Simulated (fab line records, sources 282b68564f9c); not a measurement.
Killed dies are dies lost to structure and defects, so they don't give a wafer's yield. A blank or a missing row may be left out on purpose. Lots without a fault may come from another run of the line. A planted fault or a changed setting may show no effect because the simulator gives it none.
Which tool did it? | flow rit_cmos | 13 lots, 39 wafers sampled, at 1 step of a route of 202

WHAT THE GAUGES READ, wafer by wafer
The record holds no reading of a measuring or inspecting step that can be judged against a usual standard deviation.

WHICH TOOL RAN EACH LOT (tool, then ch and the chambers of the sampled wafers, then the start)
lot  | RIT_PSD_STRIP_09
L488 | plasma_asher-01 ch 0,1, day 3 03:31
L490 | plasma_asher-03 ch 0,1, day 3 10:50
L491 | plasma_asher-03 ch 0,1, day 3 15:44
L493 | plasma_asher-01 ch 0,1, day 4 03:39
L496 | plasma_asher-01 ch 0,1, day 4 16:35
L500 | plasma_asher-03 ch 0,1, day 5 12:16
L501 | plasma_asher-01 ch 0,1, day 5 16:59
L505 | plasma_asher-01 ch 0,1, day 6 16:31
L506 | plasma_asher-01 ch 0,1, day 7 00:22
L507 | plasma_asher-01 ch 0,1, day 7 05:02
L508 | plasma_asher-02 ch 0,1, day 7 09:27
L509 | plasma_asher-03 ch 0,1, day 7 14:20
L511 | plasma_asher-01 ch 0,1, day 7 20:54
- RIT_PSD_STRIP_09: strips in O2, time 180 s.

WHAT THE TOOLS THEMSELVES READ (means of the sampled wafers that have a number; where no wafer has one, the mark that the record gives instead)
RIT_PSD_STRIP_09. Usual: drypump_motor_current_A 5.5 A, standard deviation 0.41; run_length_s 208.1 s, standard deviation 0.38.
lot  | tool            | drypump_motor_current_A (A) | run_length_s (s) | flag
L488 | plasma_asher-01 | 5.7                         | 208.2            |
L490 | plasma_asher-03 | 5.7                         | 207.8            |
L491 | plasma_asher-03 | 5.3                         | 207.7            |
L493 | plasma_asher-01 | 5.7                         | 208.2            |
L496 | plasma_asher-01 | 5.4                         | 208.4            |
L500 | plasma_asher-03 | 5.7                         | 117.4            | OFF
L501 | plasma_asher-01 | 5.4                         | 208.2            |
L505 | plasma_asher-01 | 5.6                         | 208.2            |
L506 | plasma_asher-01 | 5.6                         | 208.2            |
L507 | plasma_asher-01 | 5.4                         | 208.6            |
L508 | plasma_asher-02 | 5.6                         | 207.9            |
L509 | plasma_asher-03 | 5.7                         | 207.8            |
L511 | plasma_asher-01 | 5.6                         | 208.0            |

THE ANSWER, worked out from the rows above alone
Rule: a lot is off if the mean of its wafers that have a number lies more than 3 standard deviations from the usual mean. A lot without any number at a reading at which 4 lots or more have one is off too. The other lots that the step has rows for count as sound. The gauges are gone through in route order, then the tools' own readings, and for those a lot's mean is taken as printed above. The first step at which some lot is off is used, and at that step the reading that is off furthest; a lot without a number counts as furthest.
Off: L500, at RIT_PSD_STRIP_09 (run_length_s).
A tool fits if, at that step or a process step before it, it ran every lot that is off, and no sound lot after the first of them. None of those tried fits.

WHAT THE SIMULATOR HAD PUT IN
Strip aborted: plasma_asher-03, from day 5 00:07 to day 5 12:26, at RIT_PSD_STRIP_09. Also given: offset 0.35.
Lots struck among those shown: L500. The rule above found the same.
